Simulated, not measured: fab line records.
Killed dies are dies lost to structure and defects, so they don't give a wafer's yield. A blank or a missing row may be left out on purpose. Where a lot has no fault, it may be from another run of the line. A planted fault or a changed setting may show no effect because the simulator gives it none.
Which of the tools did it? || flow rit_cmos || Sampling: 7 lots, 21 wafers, 2 of 202 route steps

WHAT THE GAUGES READ, wafer by wafer
RIT_FOX2_THK_MEAS_01.
{"lot": "L294", "measured": "day 2 01:50", "on": "film_metro-04", "FOX2_OXIDE_THK (nm)": "353 351 358"}
{"lot": "L299", "measured": "day 3 02:37", "on": "film_metro-03", "FOX2_OXIDE_THK (nm)": "347 345 347"}
{"lot": "L302", "measured": "day 3 16:02", "on": "film_metro-03", "FOX2_OXIDE_THK (nm)": "340 344 342"}
{"lot": "L304", "measured": "day 4 03:50", "on": "film_metro-04", "FOX2_OXIDE_THK (nm)": "347 350 351"}
{"lot": "L309", "measured": "day 5 04:12", "on": "film_metro-03", "FOX2_OXIDE_THK (nm)": "336 339 341"}
{"lot": "L314", "measured": "day 6 10:55", "on": "film_metro-03", "FOX2_OXIDE_THK (nm)": "473 466 469"}
{"lot": "L316", "measured": "day 7 03:28", "on": "film_metro-03", "FOX2_OXIDE_THK (nm)": "342 345 352"}

WHICH TOOL RAN EACH LOT (tool, then ch and the chambers of the sampled wafers, then the start)
{"lot": "L294", "RIT_FOX2_OXIDATION_00": "furnace-04 ch 0, day 2 00:31"}
{"lot": "L299", "RIT_FOX2_OXIDATION_00": "furnace-03 ch 0, day 3 01:16"}
{"lot": "L302", "RIT_FOX2_OXIDATION_00": "furnace-03 ch 0, day 3 14:41"}
{"lot": "L304", "RIT_FOX2_OXIDATION_00": "furnace-03 ch 0, day 4 02:30"}
{"lot": "L309", "RIT_FOX2_OXIDATION_00": "furnace-03 ch 0, day 5 02:52"}
{"lot": "L314", "RIT_FOX2_OXIDATION_00": "furnace-03 ch 0, day 6 09:37"}
{"lot": "L316", "RIT_FOX2_OXIDATION_00": "furnace-04 ch 0, day 7 02:08"}
- RIT_FOX2_OXIDATION_00: target thk 350.7 nm, ox time 1130 s.

THE ANSWER, worked out from the rows above alone
Rule: usual is defined by the lots themselves. Put in order of their means at a reading, lots are off if they are a third of the lots or fewer, leave a main group of 4 or more, and stand apart from it by a gap of 3 or more times the standard deviation of the main group's means; of several such gaps the widest counts. The tables above print the reading to a certain number of digits; a main group whose means all agree to those digits is not used. Also off: a lot with no number at a reading for which 4 or more lots have one. The other lots that the step has rows for count as sound.
Off: L314, seen at RIT_FOX2_THK_MEAS_01 (FOX2_OXIDE_THK). Main group: mean 346 nm, sd 4.9.
If a tool, at a process step before that reading, ran all the lots that are off and no sound lot after the first of them, it fits. Those tools and the gauges at RIT_FOX2_THK_MEAS_01 are tried in the same way. One candidate fits, namely furnace-03 at RIT_FOX2_OXIDATION_00. Its last sound lot is L309 (day 5 02:52), its first lot that is off L314 (day 6 09:37): a fault that began between those two fits.

WHAT HAD BEEN PUT IN BY THE SIMULATOR
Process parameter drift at RIT_FOX2_OXIDATION_00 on furnace-03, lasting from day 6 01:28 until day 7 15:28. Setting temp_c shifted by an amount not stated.
Struck lots among those shown: L314. The rule given above showed the same thing.
